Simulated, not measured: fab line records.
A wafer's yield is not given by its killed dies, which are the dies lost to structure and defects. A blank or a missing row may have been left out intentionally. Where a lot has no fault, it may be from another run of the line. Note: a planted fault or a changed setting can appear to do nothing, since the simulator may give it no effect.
What tool caused it? | flow berkeley-cmos170 | Sampling: 14 lots, 42 wafers, 3 of 331 route steps

== WHAT EACH GAUGE READ, for each wafer ==
UCB170_GATE_CD_MEAS_90 targets a cd of 350 nm.
lot  | measured     | on        | cd-nm (nm)
L451 | day 6 12:05  | cd-sem-02 | 349.5 350.6 349.1
L460 | day 8 07:33  | cd-sem-01 | 350.2 349.4 350.3
L459 | day 8 07:50  | cd-sem-01 | 349.9 348.6 349.4
L462 | day 8 14:07  | cd-sem-01 | - - -
L463 | day 8 14:10  | cd-sem-02 | - - -
L465 | day 8 23:23  | cd-sem-01 | 349.4 349.0 349.6
L466 | day 8 23:40  | cd-sem-02 | 351.3 351.7 351.4
L467 | day 9 09:59  | cd-sem-02 | 349.5 348.5 349.3
L468 | day 9 18:44  | cd-sem-02 | 349.7 349.1 348.0
L470 | day 10 02:19 | cd-sem-01 | 352.7 352.2 352.6
L471 | day 10 02:26 | cd-sem-02 | 350.4 350.2 351.7
L473 | day 10 10:33 | cd-sem-02 | 352.7 350.9 351.6
L474 | day 10 11:03 | cd-sem-02 | 349.8 350.7 350.4
L472 | day 10 11:17 | cd-sem-02 | 348.5 349.1 349.5

== TOOL THAT RAN EACH LOT (tool first, then ch and the chambers of the sampled wafers, then the start) ==
lot  | UCB170_GATE_ETCH_14                | UCB170_GATE_ETCH_15
L451 | rie-diel-03 ch 0,1,3, day 6 11:49  | rie-si-01 ch 0,3, day 6 11:52
L460 | rie-diel-01 ch 1,2,3, day 8 07:20  | rie-si-01 ch 1,2, day 8 07:23
L459 | rie-diel-02 ch 0,1,2, day 8 07:38  | rie-si-01 ch 0,2, day 8 07:41
L462 | rie-diel-02 ch 0,2,3, day 8 13:48  | rie-si-02 ch 0,1,2, day 8 13:50
L463 | rie-diel-03 ch 0,2, day 8 13:55    | rie-si-01 ch 1,3, day 8 13:58
L465 | rie-diel-03 ch 1,2,3, day 8 23:11  | rie-si-02 ch 2,3, day 8 23:14
L466 | rie-diel-02 ch 0,1, day 8 23:28    | rie-si-01 ch 0,2,3, day 8 23:31
L467 | rie-diel-01 ch 1,2, day 9 09:45    | rie-si-01 ch 0,1,2, day 9 09:47
L468 | rie-diel-02 ch 1,3, day 9 18:29    | rie-si-02 ch 0,2, day 9 18:31
L470 | rie-diel-01 ch 0,2,3, day 10 02:07 | rie-si-02 ch 0,1,3, day 10 02:10
L471 | rie-diel-02 ch 1,2, day 10 02:12   | rie-si-01 ch 0,2, day 10 02:15
L473 | rie-diel-03 ch 1,2,3, day 10 10:22 | rie-si-02 ch 0,2,3, day 10 10:24
L474 | rie-diel-02 ch 0,1,2, day 10 10:52 | rie-si-01 ch 0,2,3, day 10 10:54
L472 | rie-diel-03 ch 0,2, day 10 11:05   | rie-si-02 ch 1,3, day 10 11:08
- UCB170_GATE_ETCH_14: etches BARC in N2/H2.
- UCB170_GATE_ETCH_15: etches poly-Si in HBr/Cl2, stops on SiO2, time 56.3 s, target depth 278.2 nm.

== AS READ BY THE TOOLS THEMSELVES (means over the sampled wafers that have a number; for cases with no such wafer, the mark the record gives instead) ==
UCB170_GATE_ETCH_14.
lot  | tool        | bias-w (W) | chamber-pressure-mTorr (mTorr) | drypump-motor-current-A (A) | n2-flow-sccm (sccm) | oes-product-au (a.u.) | throttle-valve-pct (%)
L451 | rie-diel-03 | 101.95     | 29.967                         | 5.8                         | 99.84               | 1.007                 | 13.33
L460 | rie-diel-01 | 102.51     | 30.018                         | 5.9                         | 99.80               | 1.002                 | 13.11
L459 | rie-diel-02 | 102.03     | 29.983                         | 5.7                         | 100.04              | 1.007                 | 13.35
L462 | rie-diel-02 | -          | -                              | -                           | -                   | -                     | -
L463 | rie-diel-03 | -          | -                              | -                           | -                   | -                     | -
L465 | rie-diel-03 | 102.24     | 30.000                         | 5.8                         | 99.82               | 1.010                 | 13.35
L466 | rie-diel-02 | 102.17     | 30.014                         | 5.4                         | 99.72               | 1.009                 | 13.31
L467 | rie-diel-01 | 102.18     | 30.036                         | 6.1                         | 100.01              | 1.001                 | 13.22
L468 | rie-diel-02 | 102.34     | 30.004                         | 5.9                         | 100.13              | 0.986                 | 13.27
L470 | rie-diel-01 | 102.00     | 30.008                         | 5.7                         | 99.76               | 1.013                 | 13.29
L471 | rie-diel-02 | 102.30     | 30.004                         | 5.8                         | 100.09              | 1.008                 | 13.34
L473 | rie-diel-03 | 101.91     | 29.977                         | 5.9                         | 99.89               | 1.011                 | 13.36
L474 | rie-diel-02 | 102.13     | 30.028                         | 5.7                         | 100.15              | 1.014                 | 13.35
L472 | rie-diel-03 | 102.02     | 29.987                         | 5.5                         | 100.14              | 1.008                 | 13.33

UCB170_GATE_ETCH_15.
lot  | tool      | HBr_flow_sccm (sccm) | bias-w (W) | drypump-motor-current-A (A) | oes-product-au (a.u.) | throttle-valve-pct (%)
L451 | rie-si-01 | 149.2                | 150.1      | 5.2                         | 0.844                 | 26.43
L460 | rie-si-01 | 150.1                | 150.5      | 5.8                         | 0.829                 | 26.44
L459 | rie-si-01 | 150.0                | 150.5      | 5.5                         | 0.848                 | 26.31
L462 | rie-si-02 | 150.0                | 150.0      | 5.4                         | 0.269                 | 26.42
L463 | rie-si-01 | 149.5                | 150.0      | 5.5                         | 0.268                 | 26.59
L465 | rie-si-02 | 150.0                | 150.5      | 5.1                         | 0.835                 | 26.67
L466 | rie-si-01 | 150.1                | 150.2      | 5.7                         | 0.818                 | 26.41
L467 | rie-si-01 | 150.0                | 150.4      | 5.7                         | 0.821                 | 26.37
L468 | rie-si-02 | 150.0                | 150.2      | 5.2                         | 0.831                 | 26.42
L470 | rie-si-02 | 150.1                | 149.8      | 5.3                         | 0.815                 | 26.54
L471 | rie-si-01 | 149.6                | 150.5      | 6.0                         | 0.834                 | 26.31
L473 | rie-si-02 | 150.2                | 149.8      | 5.1                         | 0.834                 | 26.55
L474 | rie-si-01 | 150.0                | 149.9      | 5.7                         | 0.827                 | 26.42
L472 | rie-si-02 | 149.7                | 149.9      | 5.4                         | 0.821                 | 26.67

== THE ANSWER, worked out from the rows above alone ==
Rule: usual is defined by the lots themselves. Put in order of their means at a reading, lots are off if they are a third of the lots or fewer, leave a main group of 4 or more, and stand apart from it by a gap of 3 or more times the standard deviation of the main group's means; of several such gaps the widest counts. A main group whose means are all the same, to the digits that the tables above print for the reading, isn't used. Also off: a lot with no number at a reading for which 4 or more lots have one. Where the step has rows for the other lots, those lots are counted as sound. First the gauges in route order, then the tools' own readings, where a lot's mean is used as printed above. At the first step where some lot is off, the reading lying furthest off is the one used; lots without a number count as furthest.
Off: L462, L463 (UCB170_GATE_CD_MEAS_90, cd-nm). Without a number there: L462, L463. For the main group the mean is 350.2 nm and the standard deviation 1.1.
If a tool, at a process step before that reading, ran all the lots that are off and no sound lot after the first of them, it fits. Not tried: the gauges at UCB170_GATE_CD_MEAS_90; whatever is off there is also off at UCB170_GATE_ETCH_14, on other tools, and gauge error can't account for it. Not one of the candidates tried fits.

== WHAT THE SIMULATOR HAD INSERTED ==
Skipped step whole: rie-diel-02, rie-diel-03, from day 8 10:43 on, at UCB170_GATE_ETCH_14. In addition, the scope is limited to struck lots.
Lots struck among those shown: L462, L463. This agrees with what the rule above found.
